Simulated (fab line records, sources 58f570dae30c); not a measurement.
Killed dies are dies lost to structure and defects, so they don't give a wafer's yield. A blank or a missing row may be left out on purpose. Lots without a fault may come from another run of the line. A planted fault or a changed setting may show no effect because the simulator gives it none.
Split-lot experiment | flow berkeley_cmos170 | 5 lots, 27 wafers read, on a route of 331 steps

THE SPLIT
At UCB170_START_OXIDATION_02 (target thk 20 nm, ox time 1800 s), the setting ox_time_s was moved away from the recipe's 1800 s on 24 of the 27 wafers read, by -49.4% to +37.7%. The other wafers ran this setting at the recipe's value.

The file shows no step between the split and the reading.

THE READING
START_OXIDE_THK, in nm, at UCB170_START_THK_MEAS_03. Fault-free wafers of this fab line usually give 19.9 nm, standard deviation 0.41 nm.

wafer  | tool, chamber at the split | ox_time_s as run, s | against the recipe | START_OXIDE_THK, nm | against lot-mates on the recipe
L074.1 | -, -                       | 910.4               | -49.4%             | 12.5                | no lot-mate on the recipe
L074.2 | -, -                       | 910.4               | -49.4%             | 12.9                | no lot-mate on the recipe
L074.3 | -, -                       | 910.4               | -49.4%             | 12.4                | no lot-mate on the recipe
L074.4 | -, -                       | 910.4               | -49.4%             | 12.6                | no lot-mate on the recipe
L074.5 | -, -                       | 910.4               | -49.4%             | 12.3                | no lot-mate on the recipe
L074.6 | -, -                       | 910.4               | -49.4%             | 12.4                | no lot-mate on the recipe
L080.1 | -, -                       | 2479                | +37.7%             | 24.6                | no lot-mate on the recipe
L080.2 | -, -                       | 2479                | +37.7%             | 24.6                | no lot-mate on the recipe
L080.3 | -, -                       | 2479                | +37.7%             | 24.6                | no lot-mate on the recipe
L080.4 | -, -                       | 2479                | +37.7%             | 24.5                | no lot-mate on the recipe
L080.5 | -, -                       | 2479                | +37.7%             | 24.4                | no lot-mate on the recipe
L080.6 | -, -                       | 2479                | +37.7%             | 24.5                | no lot-mate on the recipe
L081.1 | -, -                       | 1423                | -20.9%             | 17.0                | no lot-mate on the recipe
L081.2 | -, -                       | 1423                | -20.9%             | 17.1                | no lot-mate on the recipe
L081.3 | -, -                       | 1423                | -20.9%             | 16.8                | no lot-mate on the recipe
L081.4 | -, -                       | 1423                | -20.9%             | 16.9                | no lot-mate on the recipe
L081.5 | -, -                       | 1423                | -20.9%             | 17.3                | no lot-mate on the recipe
L081.6 | -, -                       | 1423                | -20.9%             | 17.2                | no lot-mate on the recipe
L084.1 | -, -                       | 1192                | -33.8%             | 16.0                | no lot-mate on the recipe
L084.2 | -, -                       | 1192                | -33.8%             | 16.2                | no lot-mate on the recipe
L084.3 | -, -                       | 1192                | -33.8%             | 16.3                | no lot-mate on the recipe
L084.4 | -, -                       | 1192                | -33.8%             | 16.2                | no lot-mate on the recipe
L084.5 | -, -                       | 1192                | -33.8%             | 16.1                | no lot-mate on the recipe
L084.6 | -, -                       | 1192                | -33.8%             | 16.3                | no lot-mate on the recipe
L085.2 | furnace-02, 0              | 1800                | recipe             | 20.1                | -
L085.3 | furnace-02, 0              | 1800                | recipe             | 19.3                | -
L085.4 | furnace-02, 0              | 1800                | recipe             | 19.7                | -

THE FIT
A straight line over all 27 wafers: START_OXIDE_THK changes by +0.131 nm for each +1% of ox_time_s; r = +0.99; the points scatter about the line by 0.6 nm.
Too few moved wafers have a lot-mate on the recipe to fit a line with each lot's own level taken away.

THE WHOLE CHAIN: every reading that the file lists as answering this split, in the file's order
step                      | what it does                     | reading                                                                            | change (the file's fit)               | r (the file's)
UCB170_START_OXIDATION_02 | target thk 20 nm, ox time 1800 s | SiO2_of_START_OXIDATION_02.thk_nm (the simulator's own value, which no gauge read) | +0.131 nm for each +1% of the setting | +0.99
UCB170_START_THK_MEAS_03  |                                  | START_OXIDE_THK                                                                    | +0.131 for each +1% of the setting    | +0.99

THE FILE'S OWN FIT
START_OXIDE_THK changes by +0.131 nm for each +1% of ox_time_s, r = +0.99.
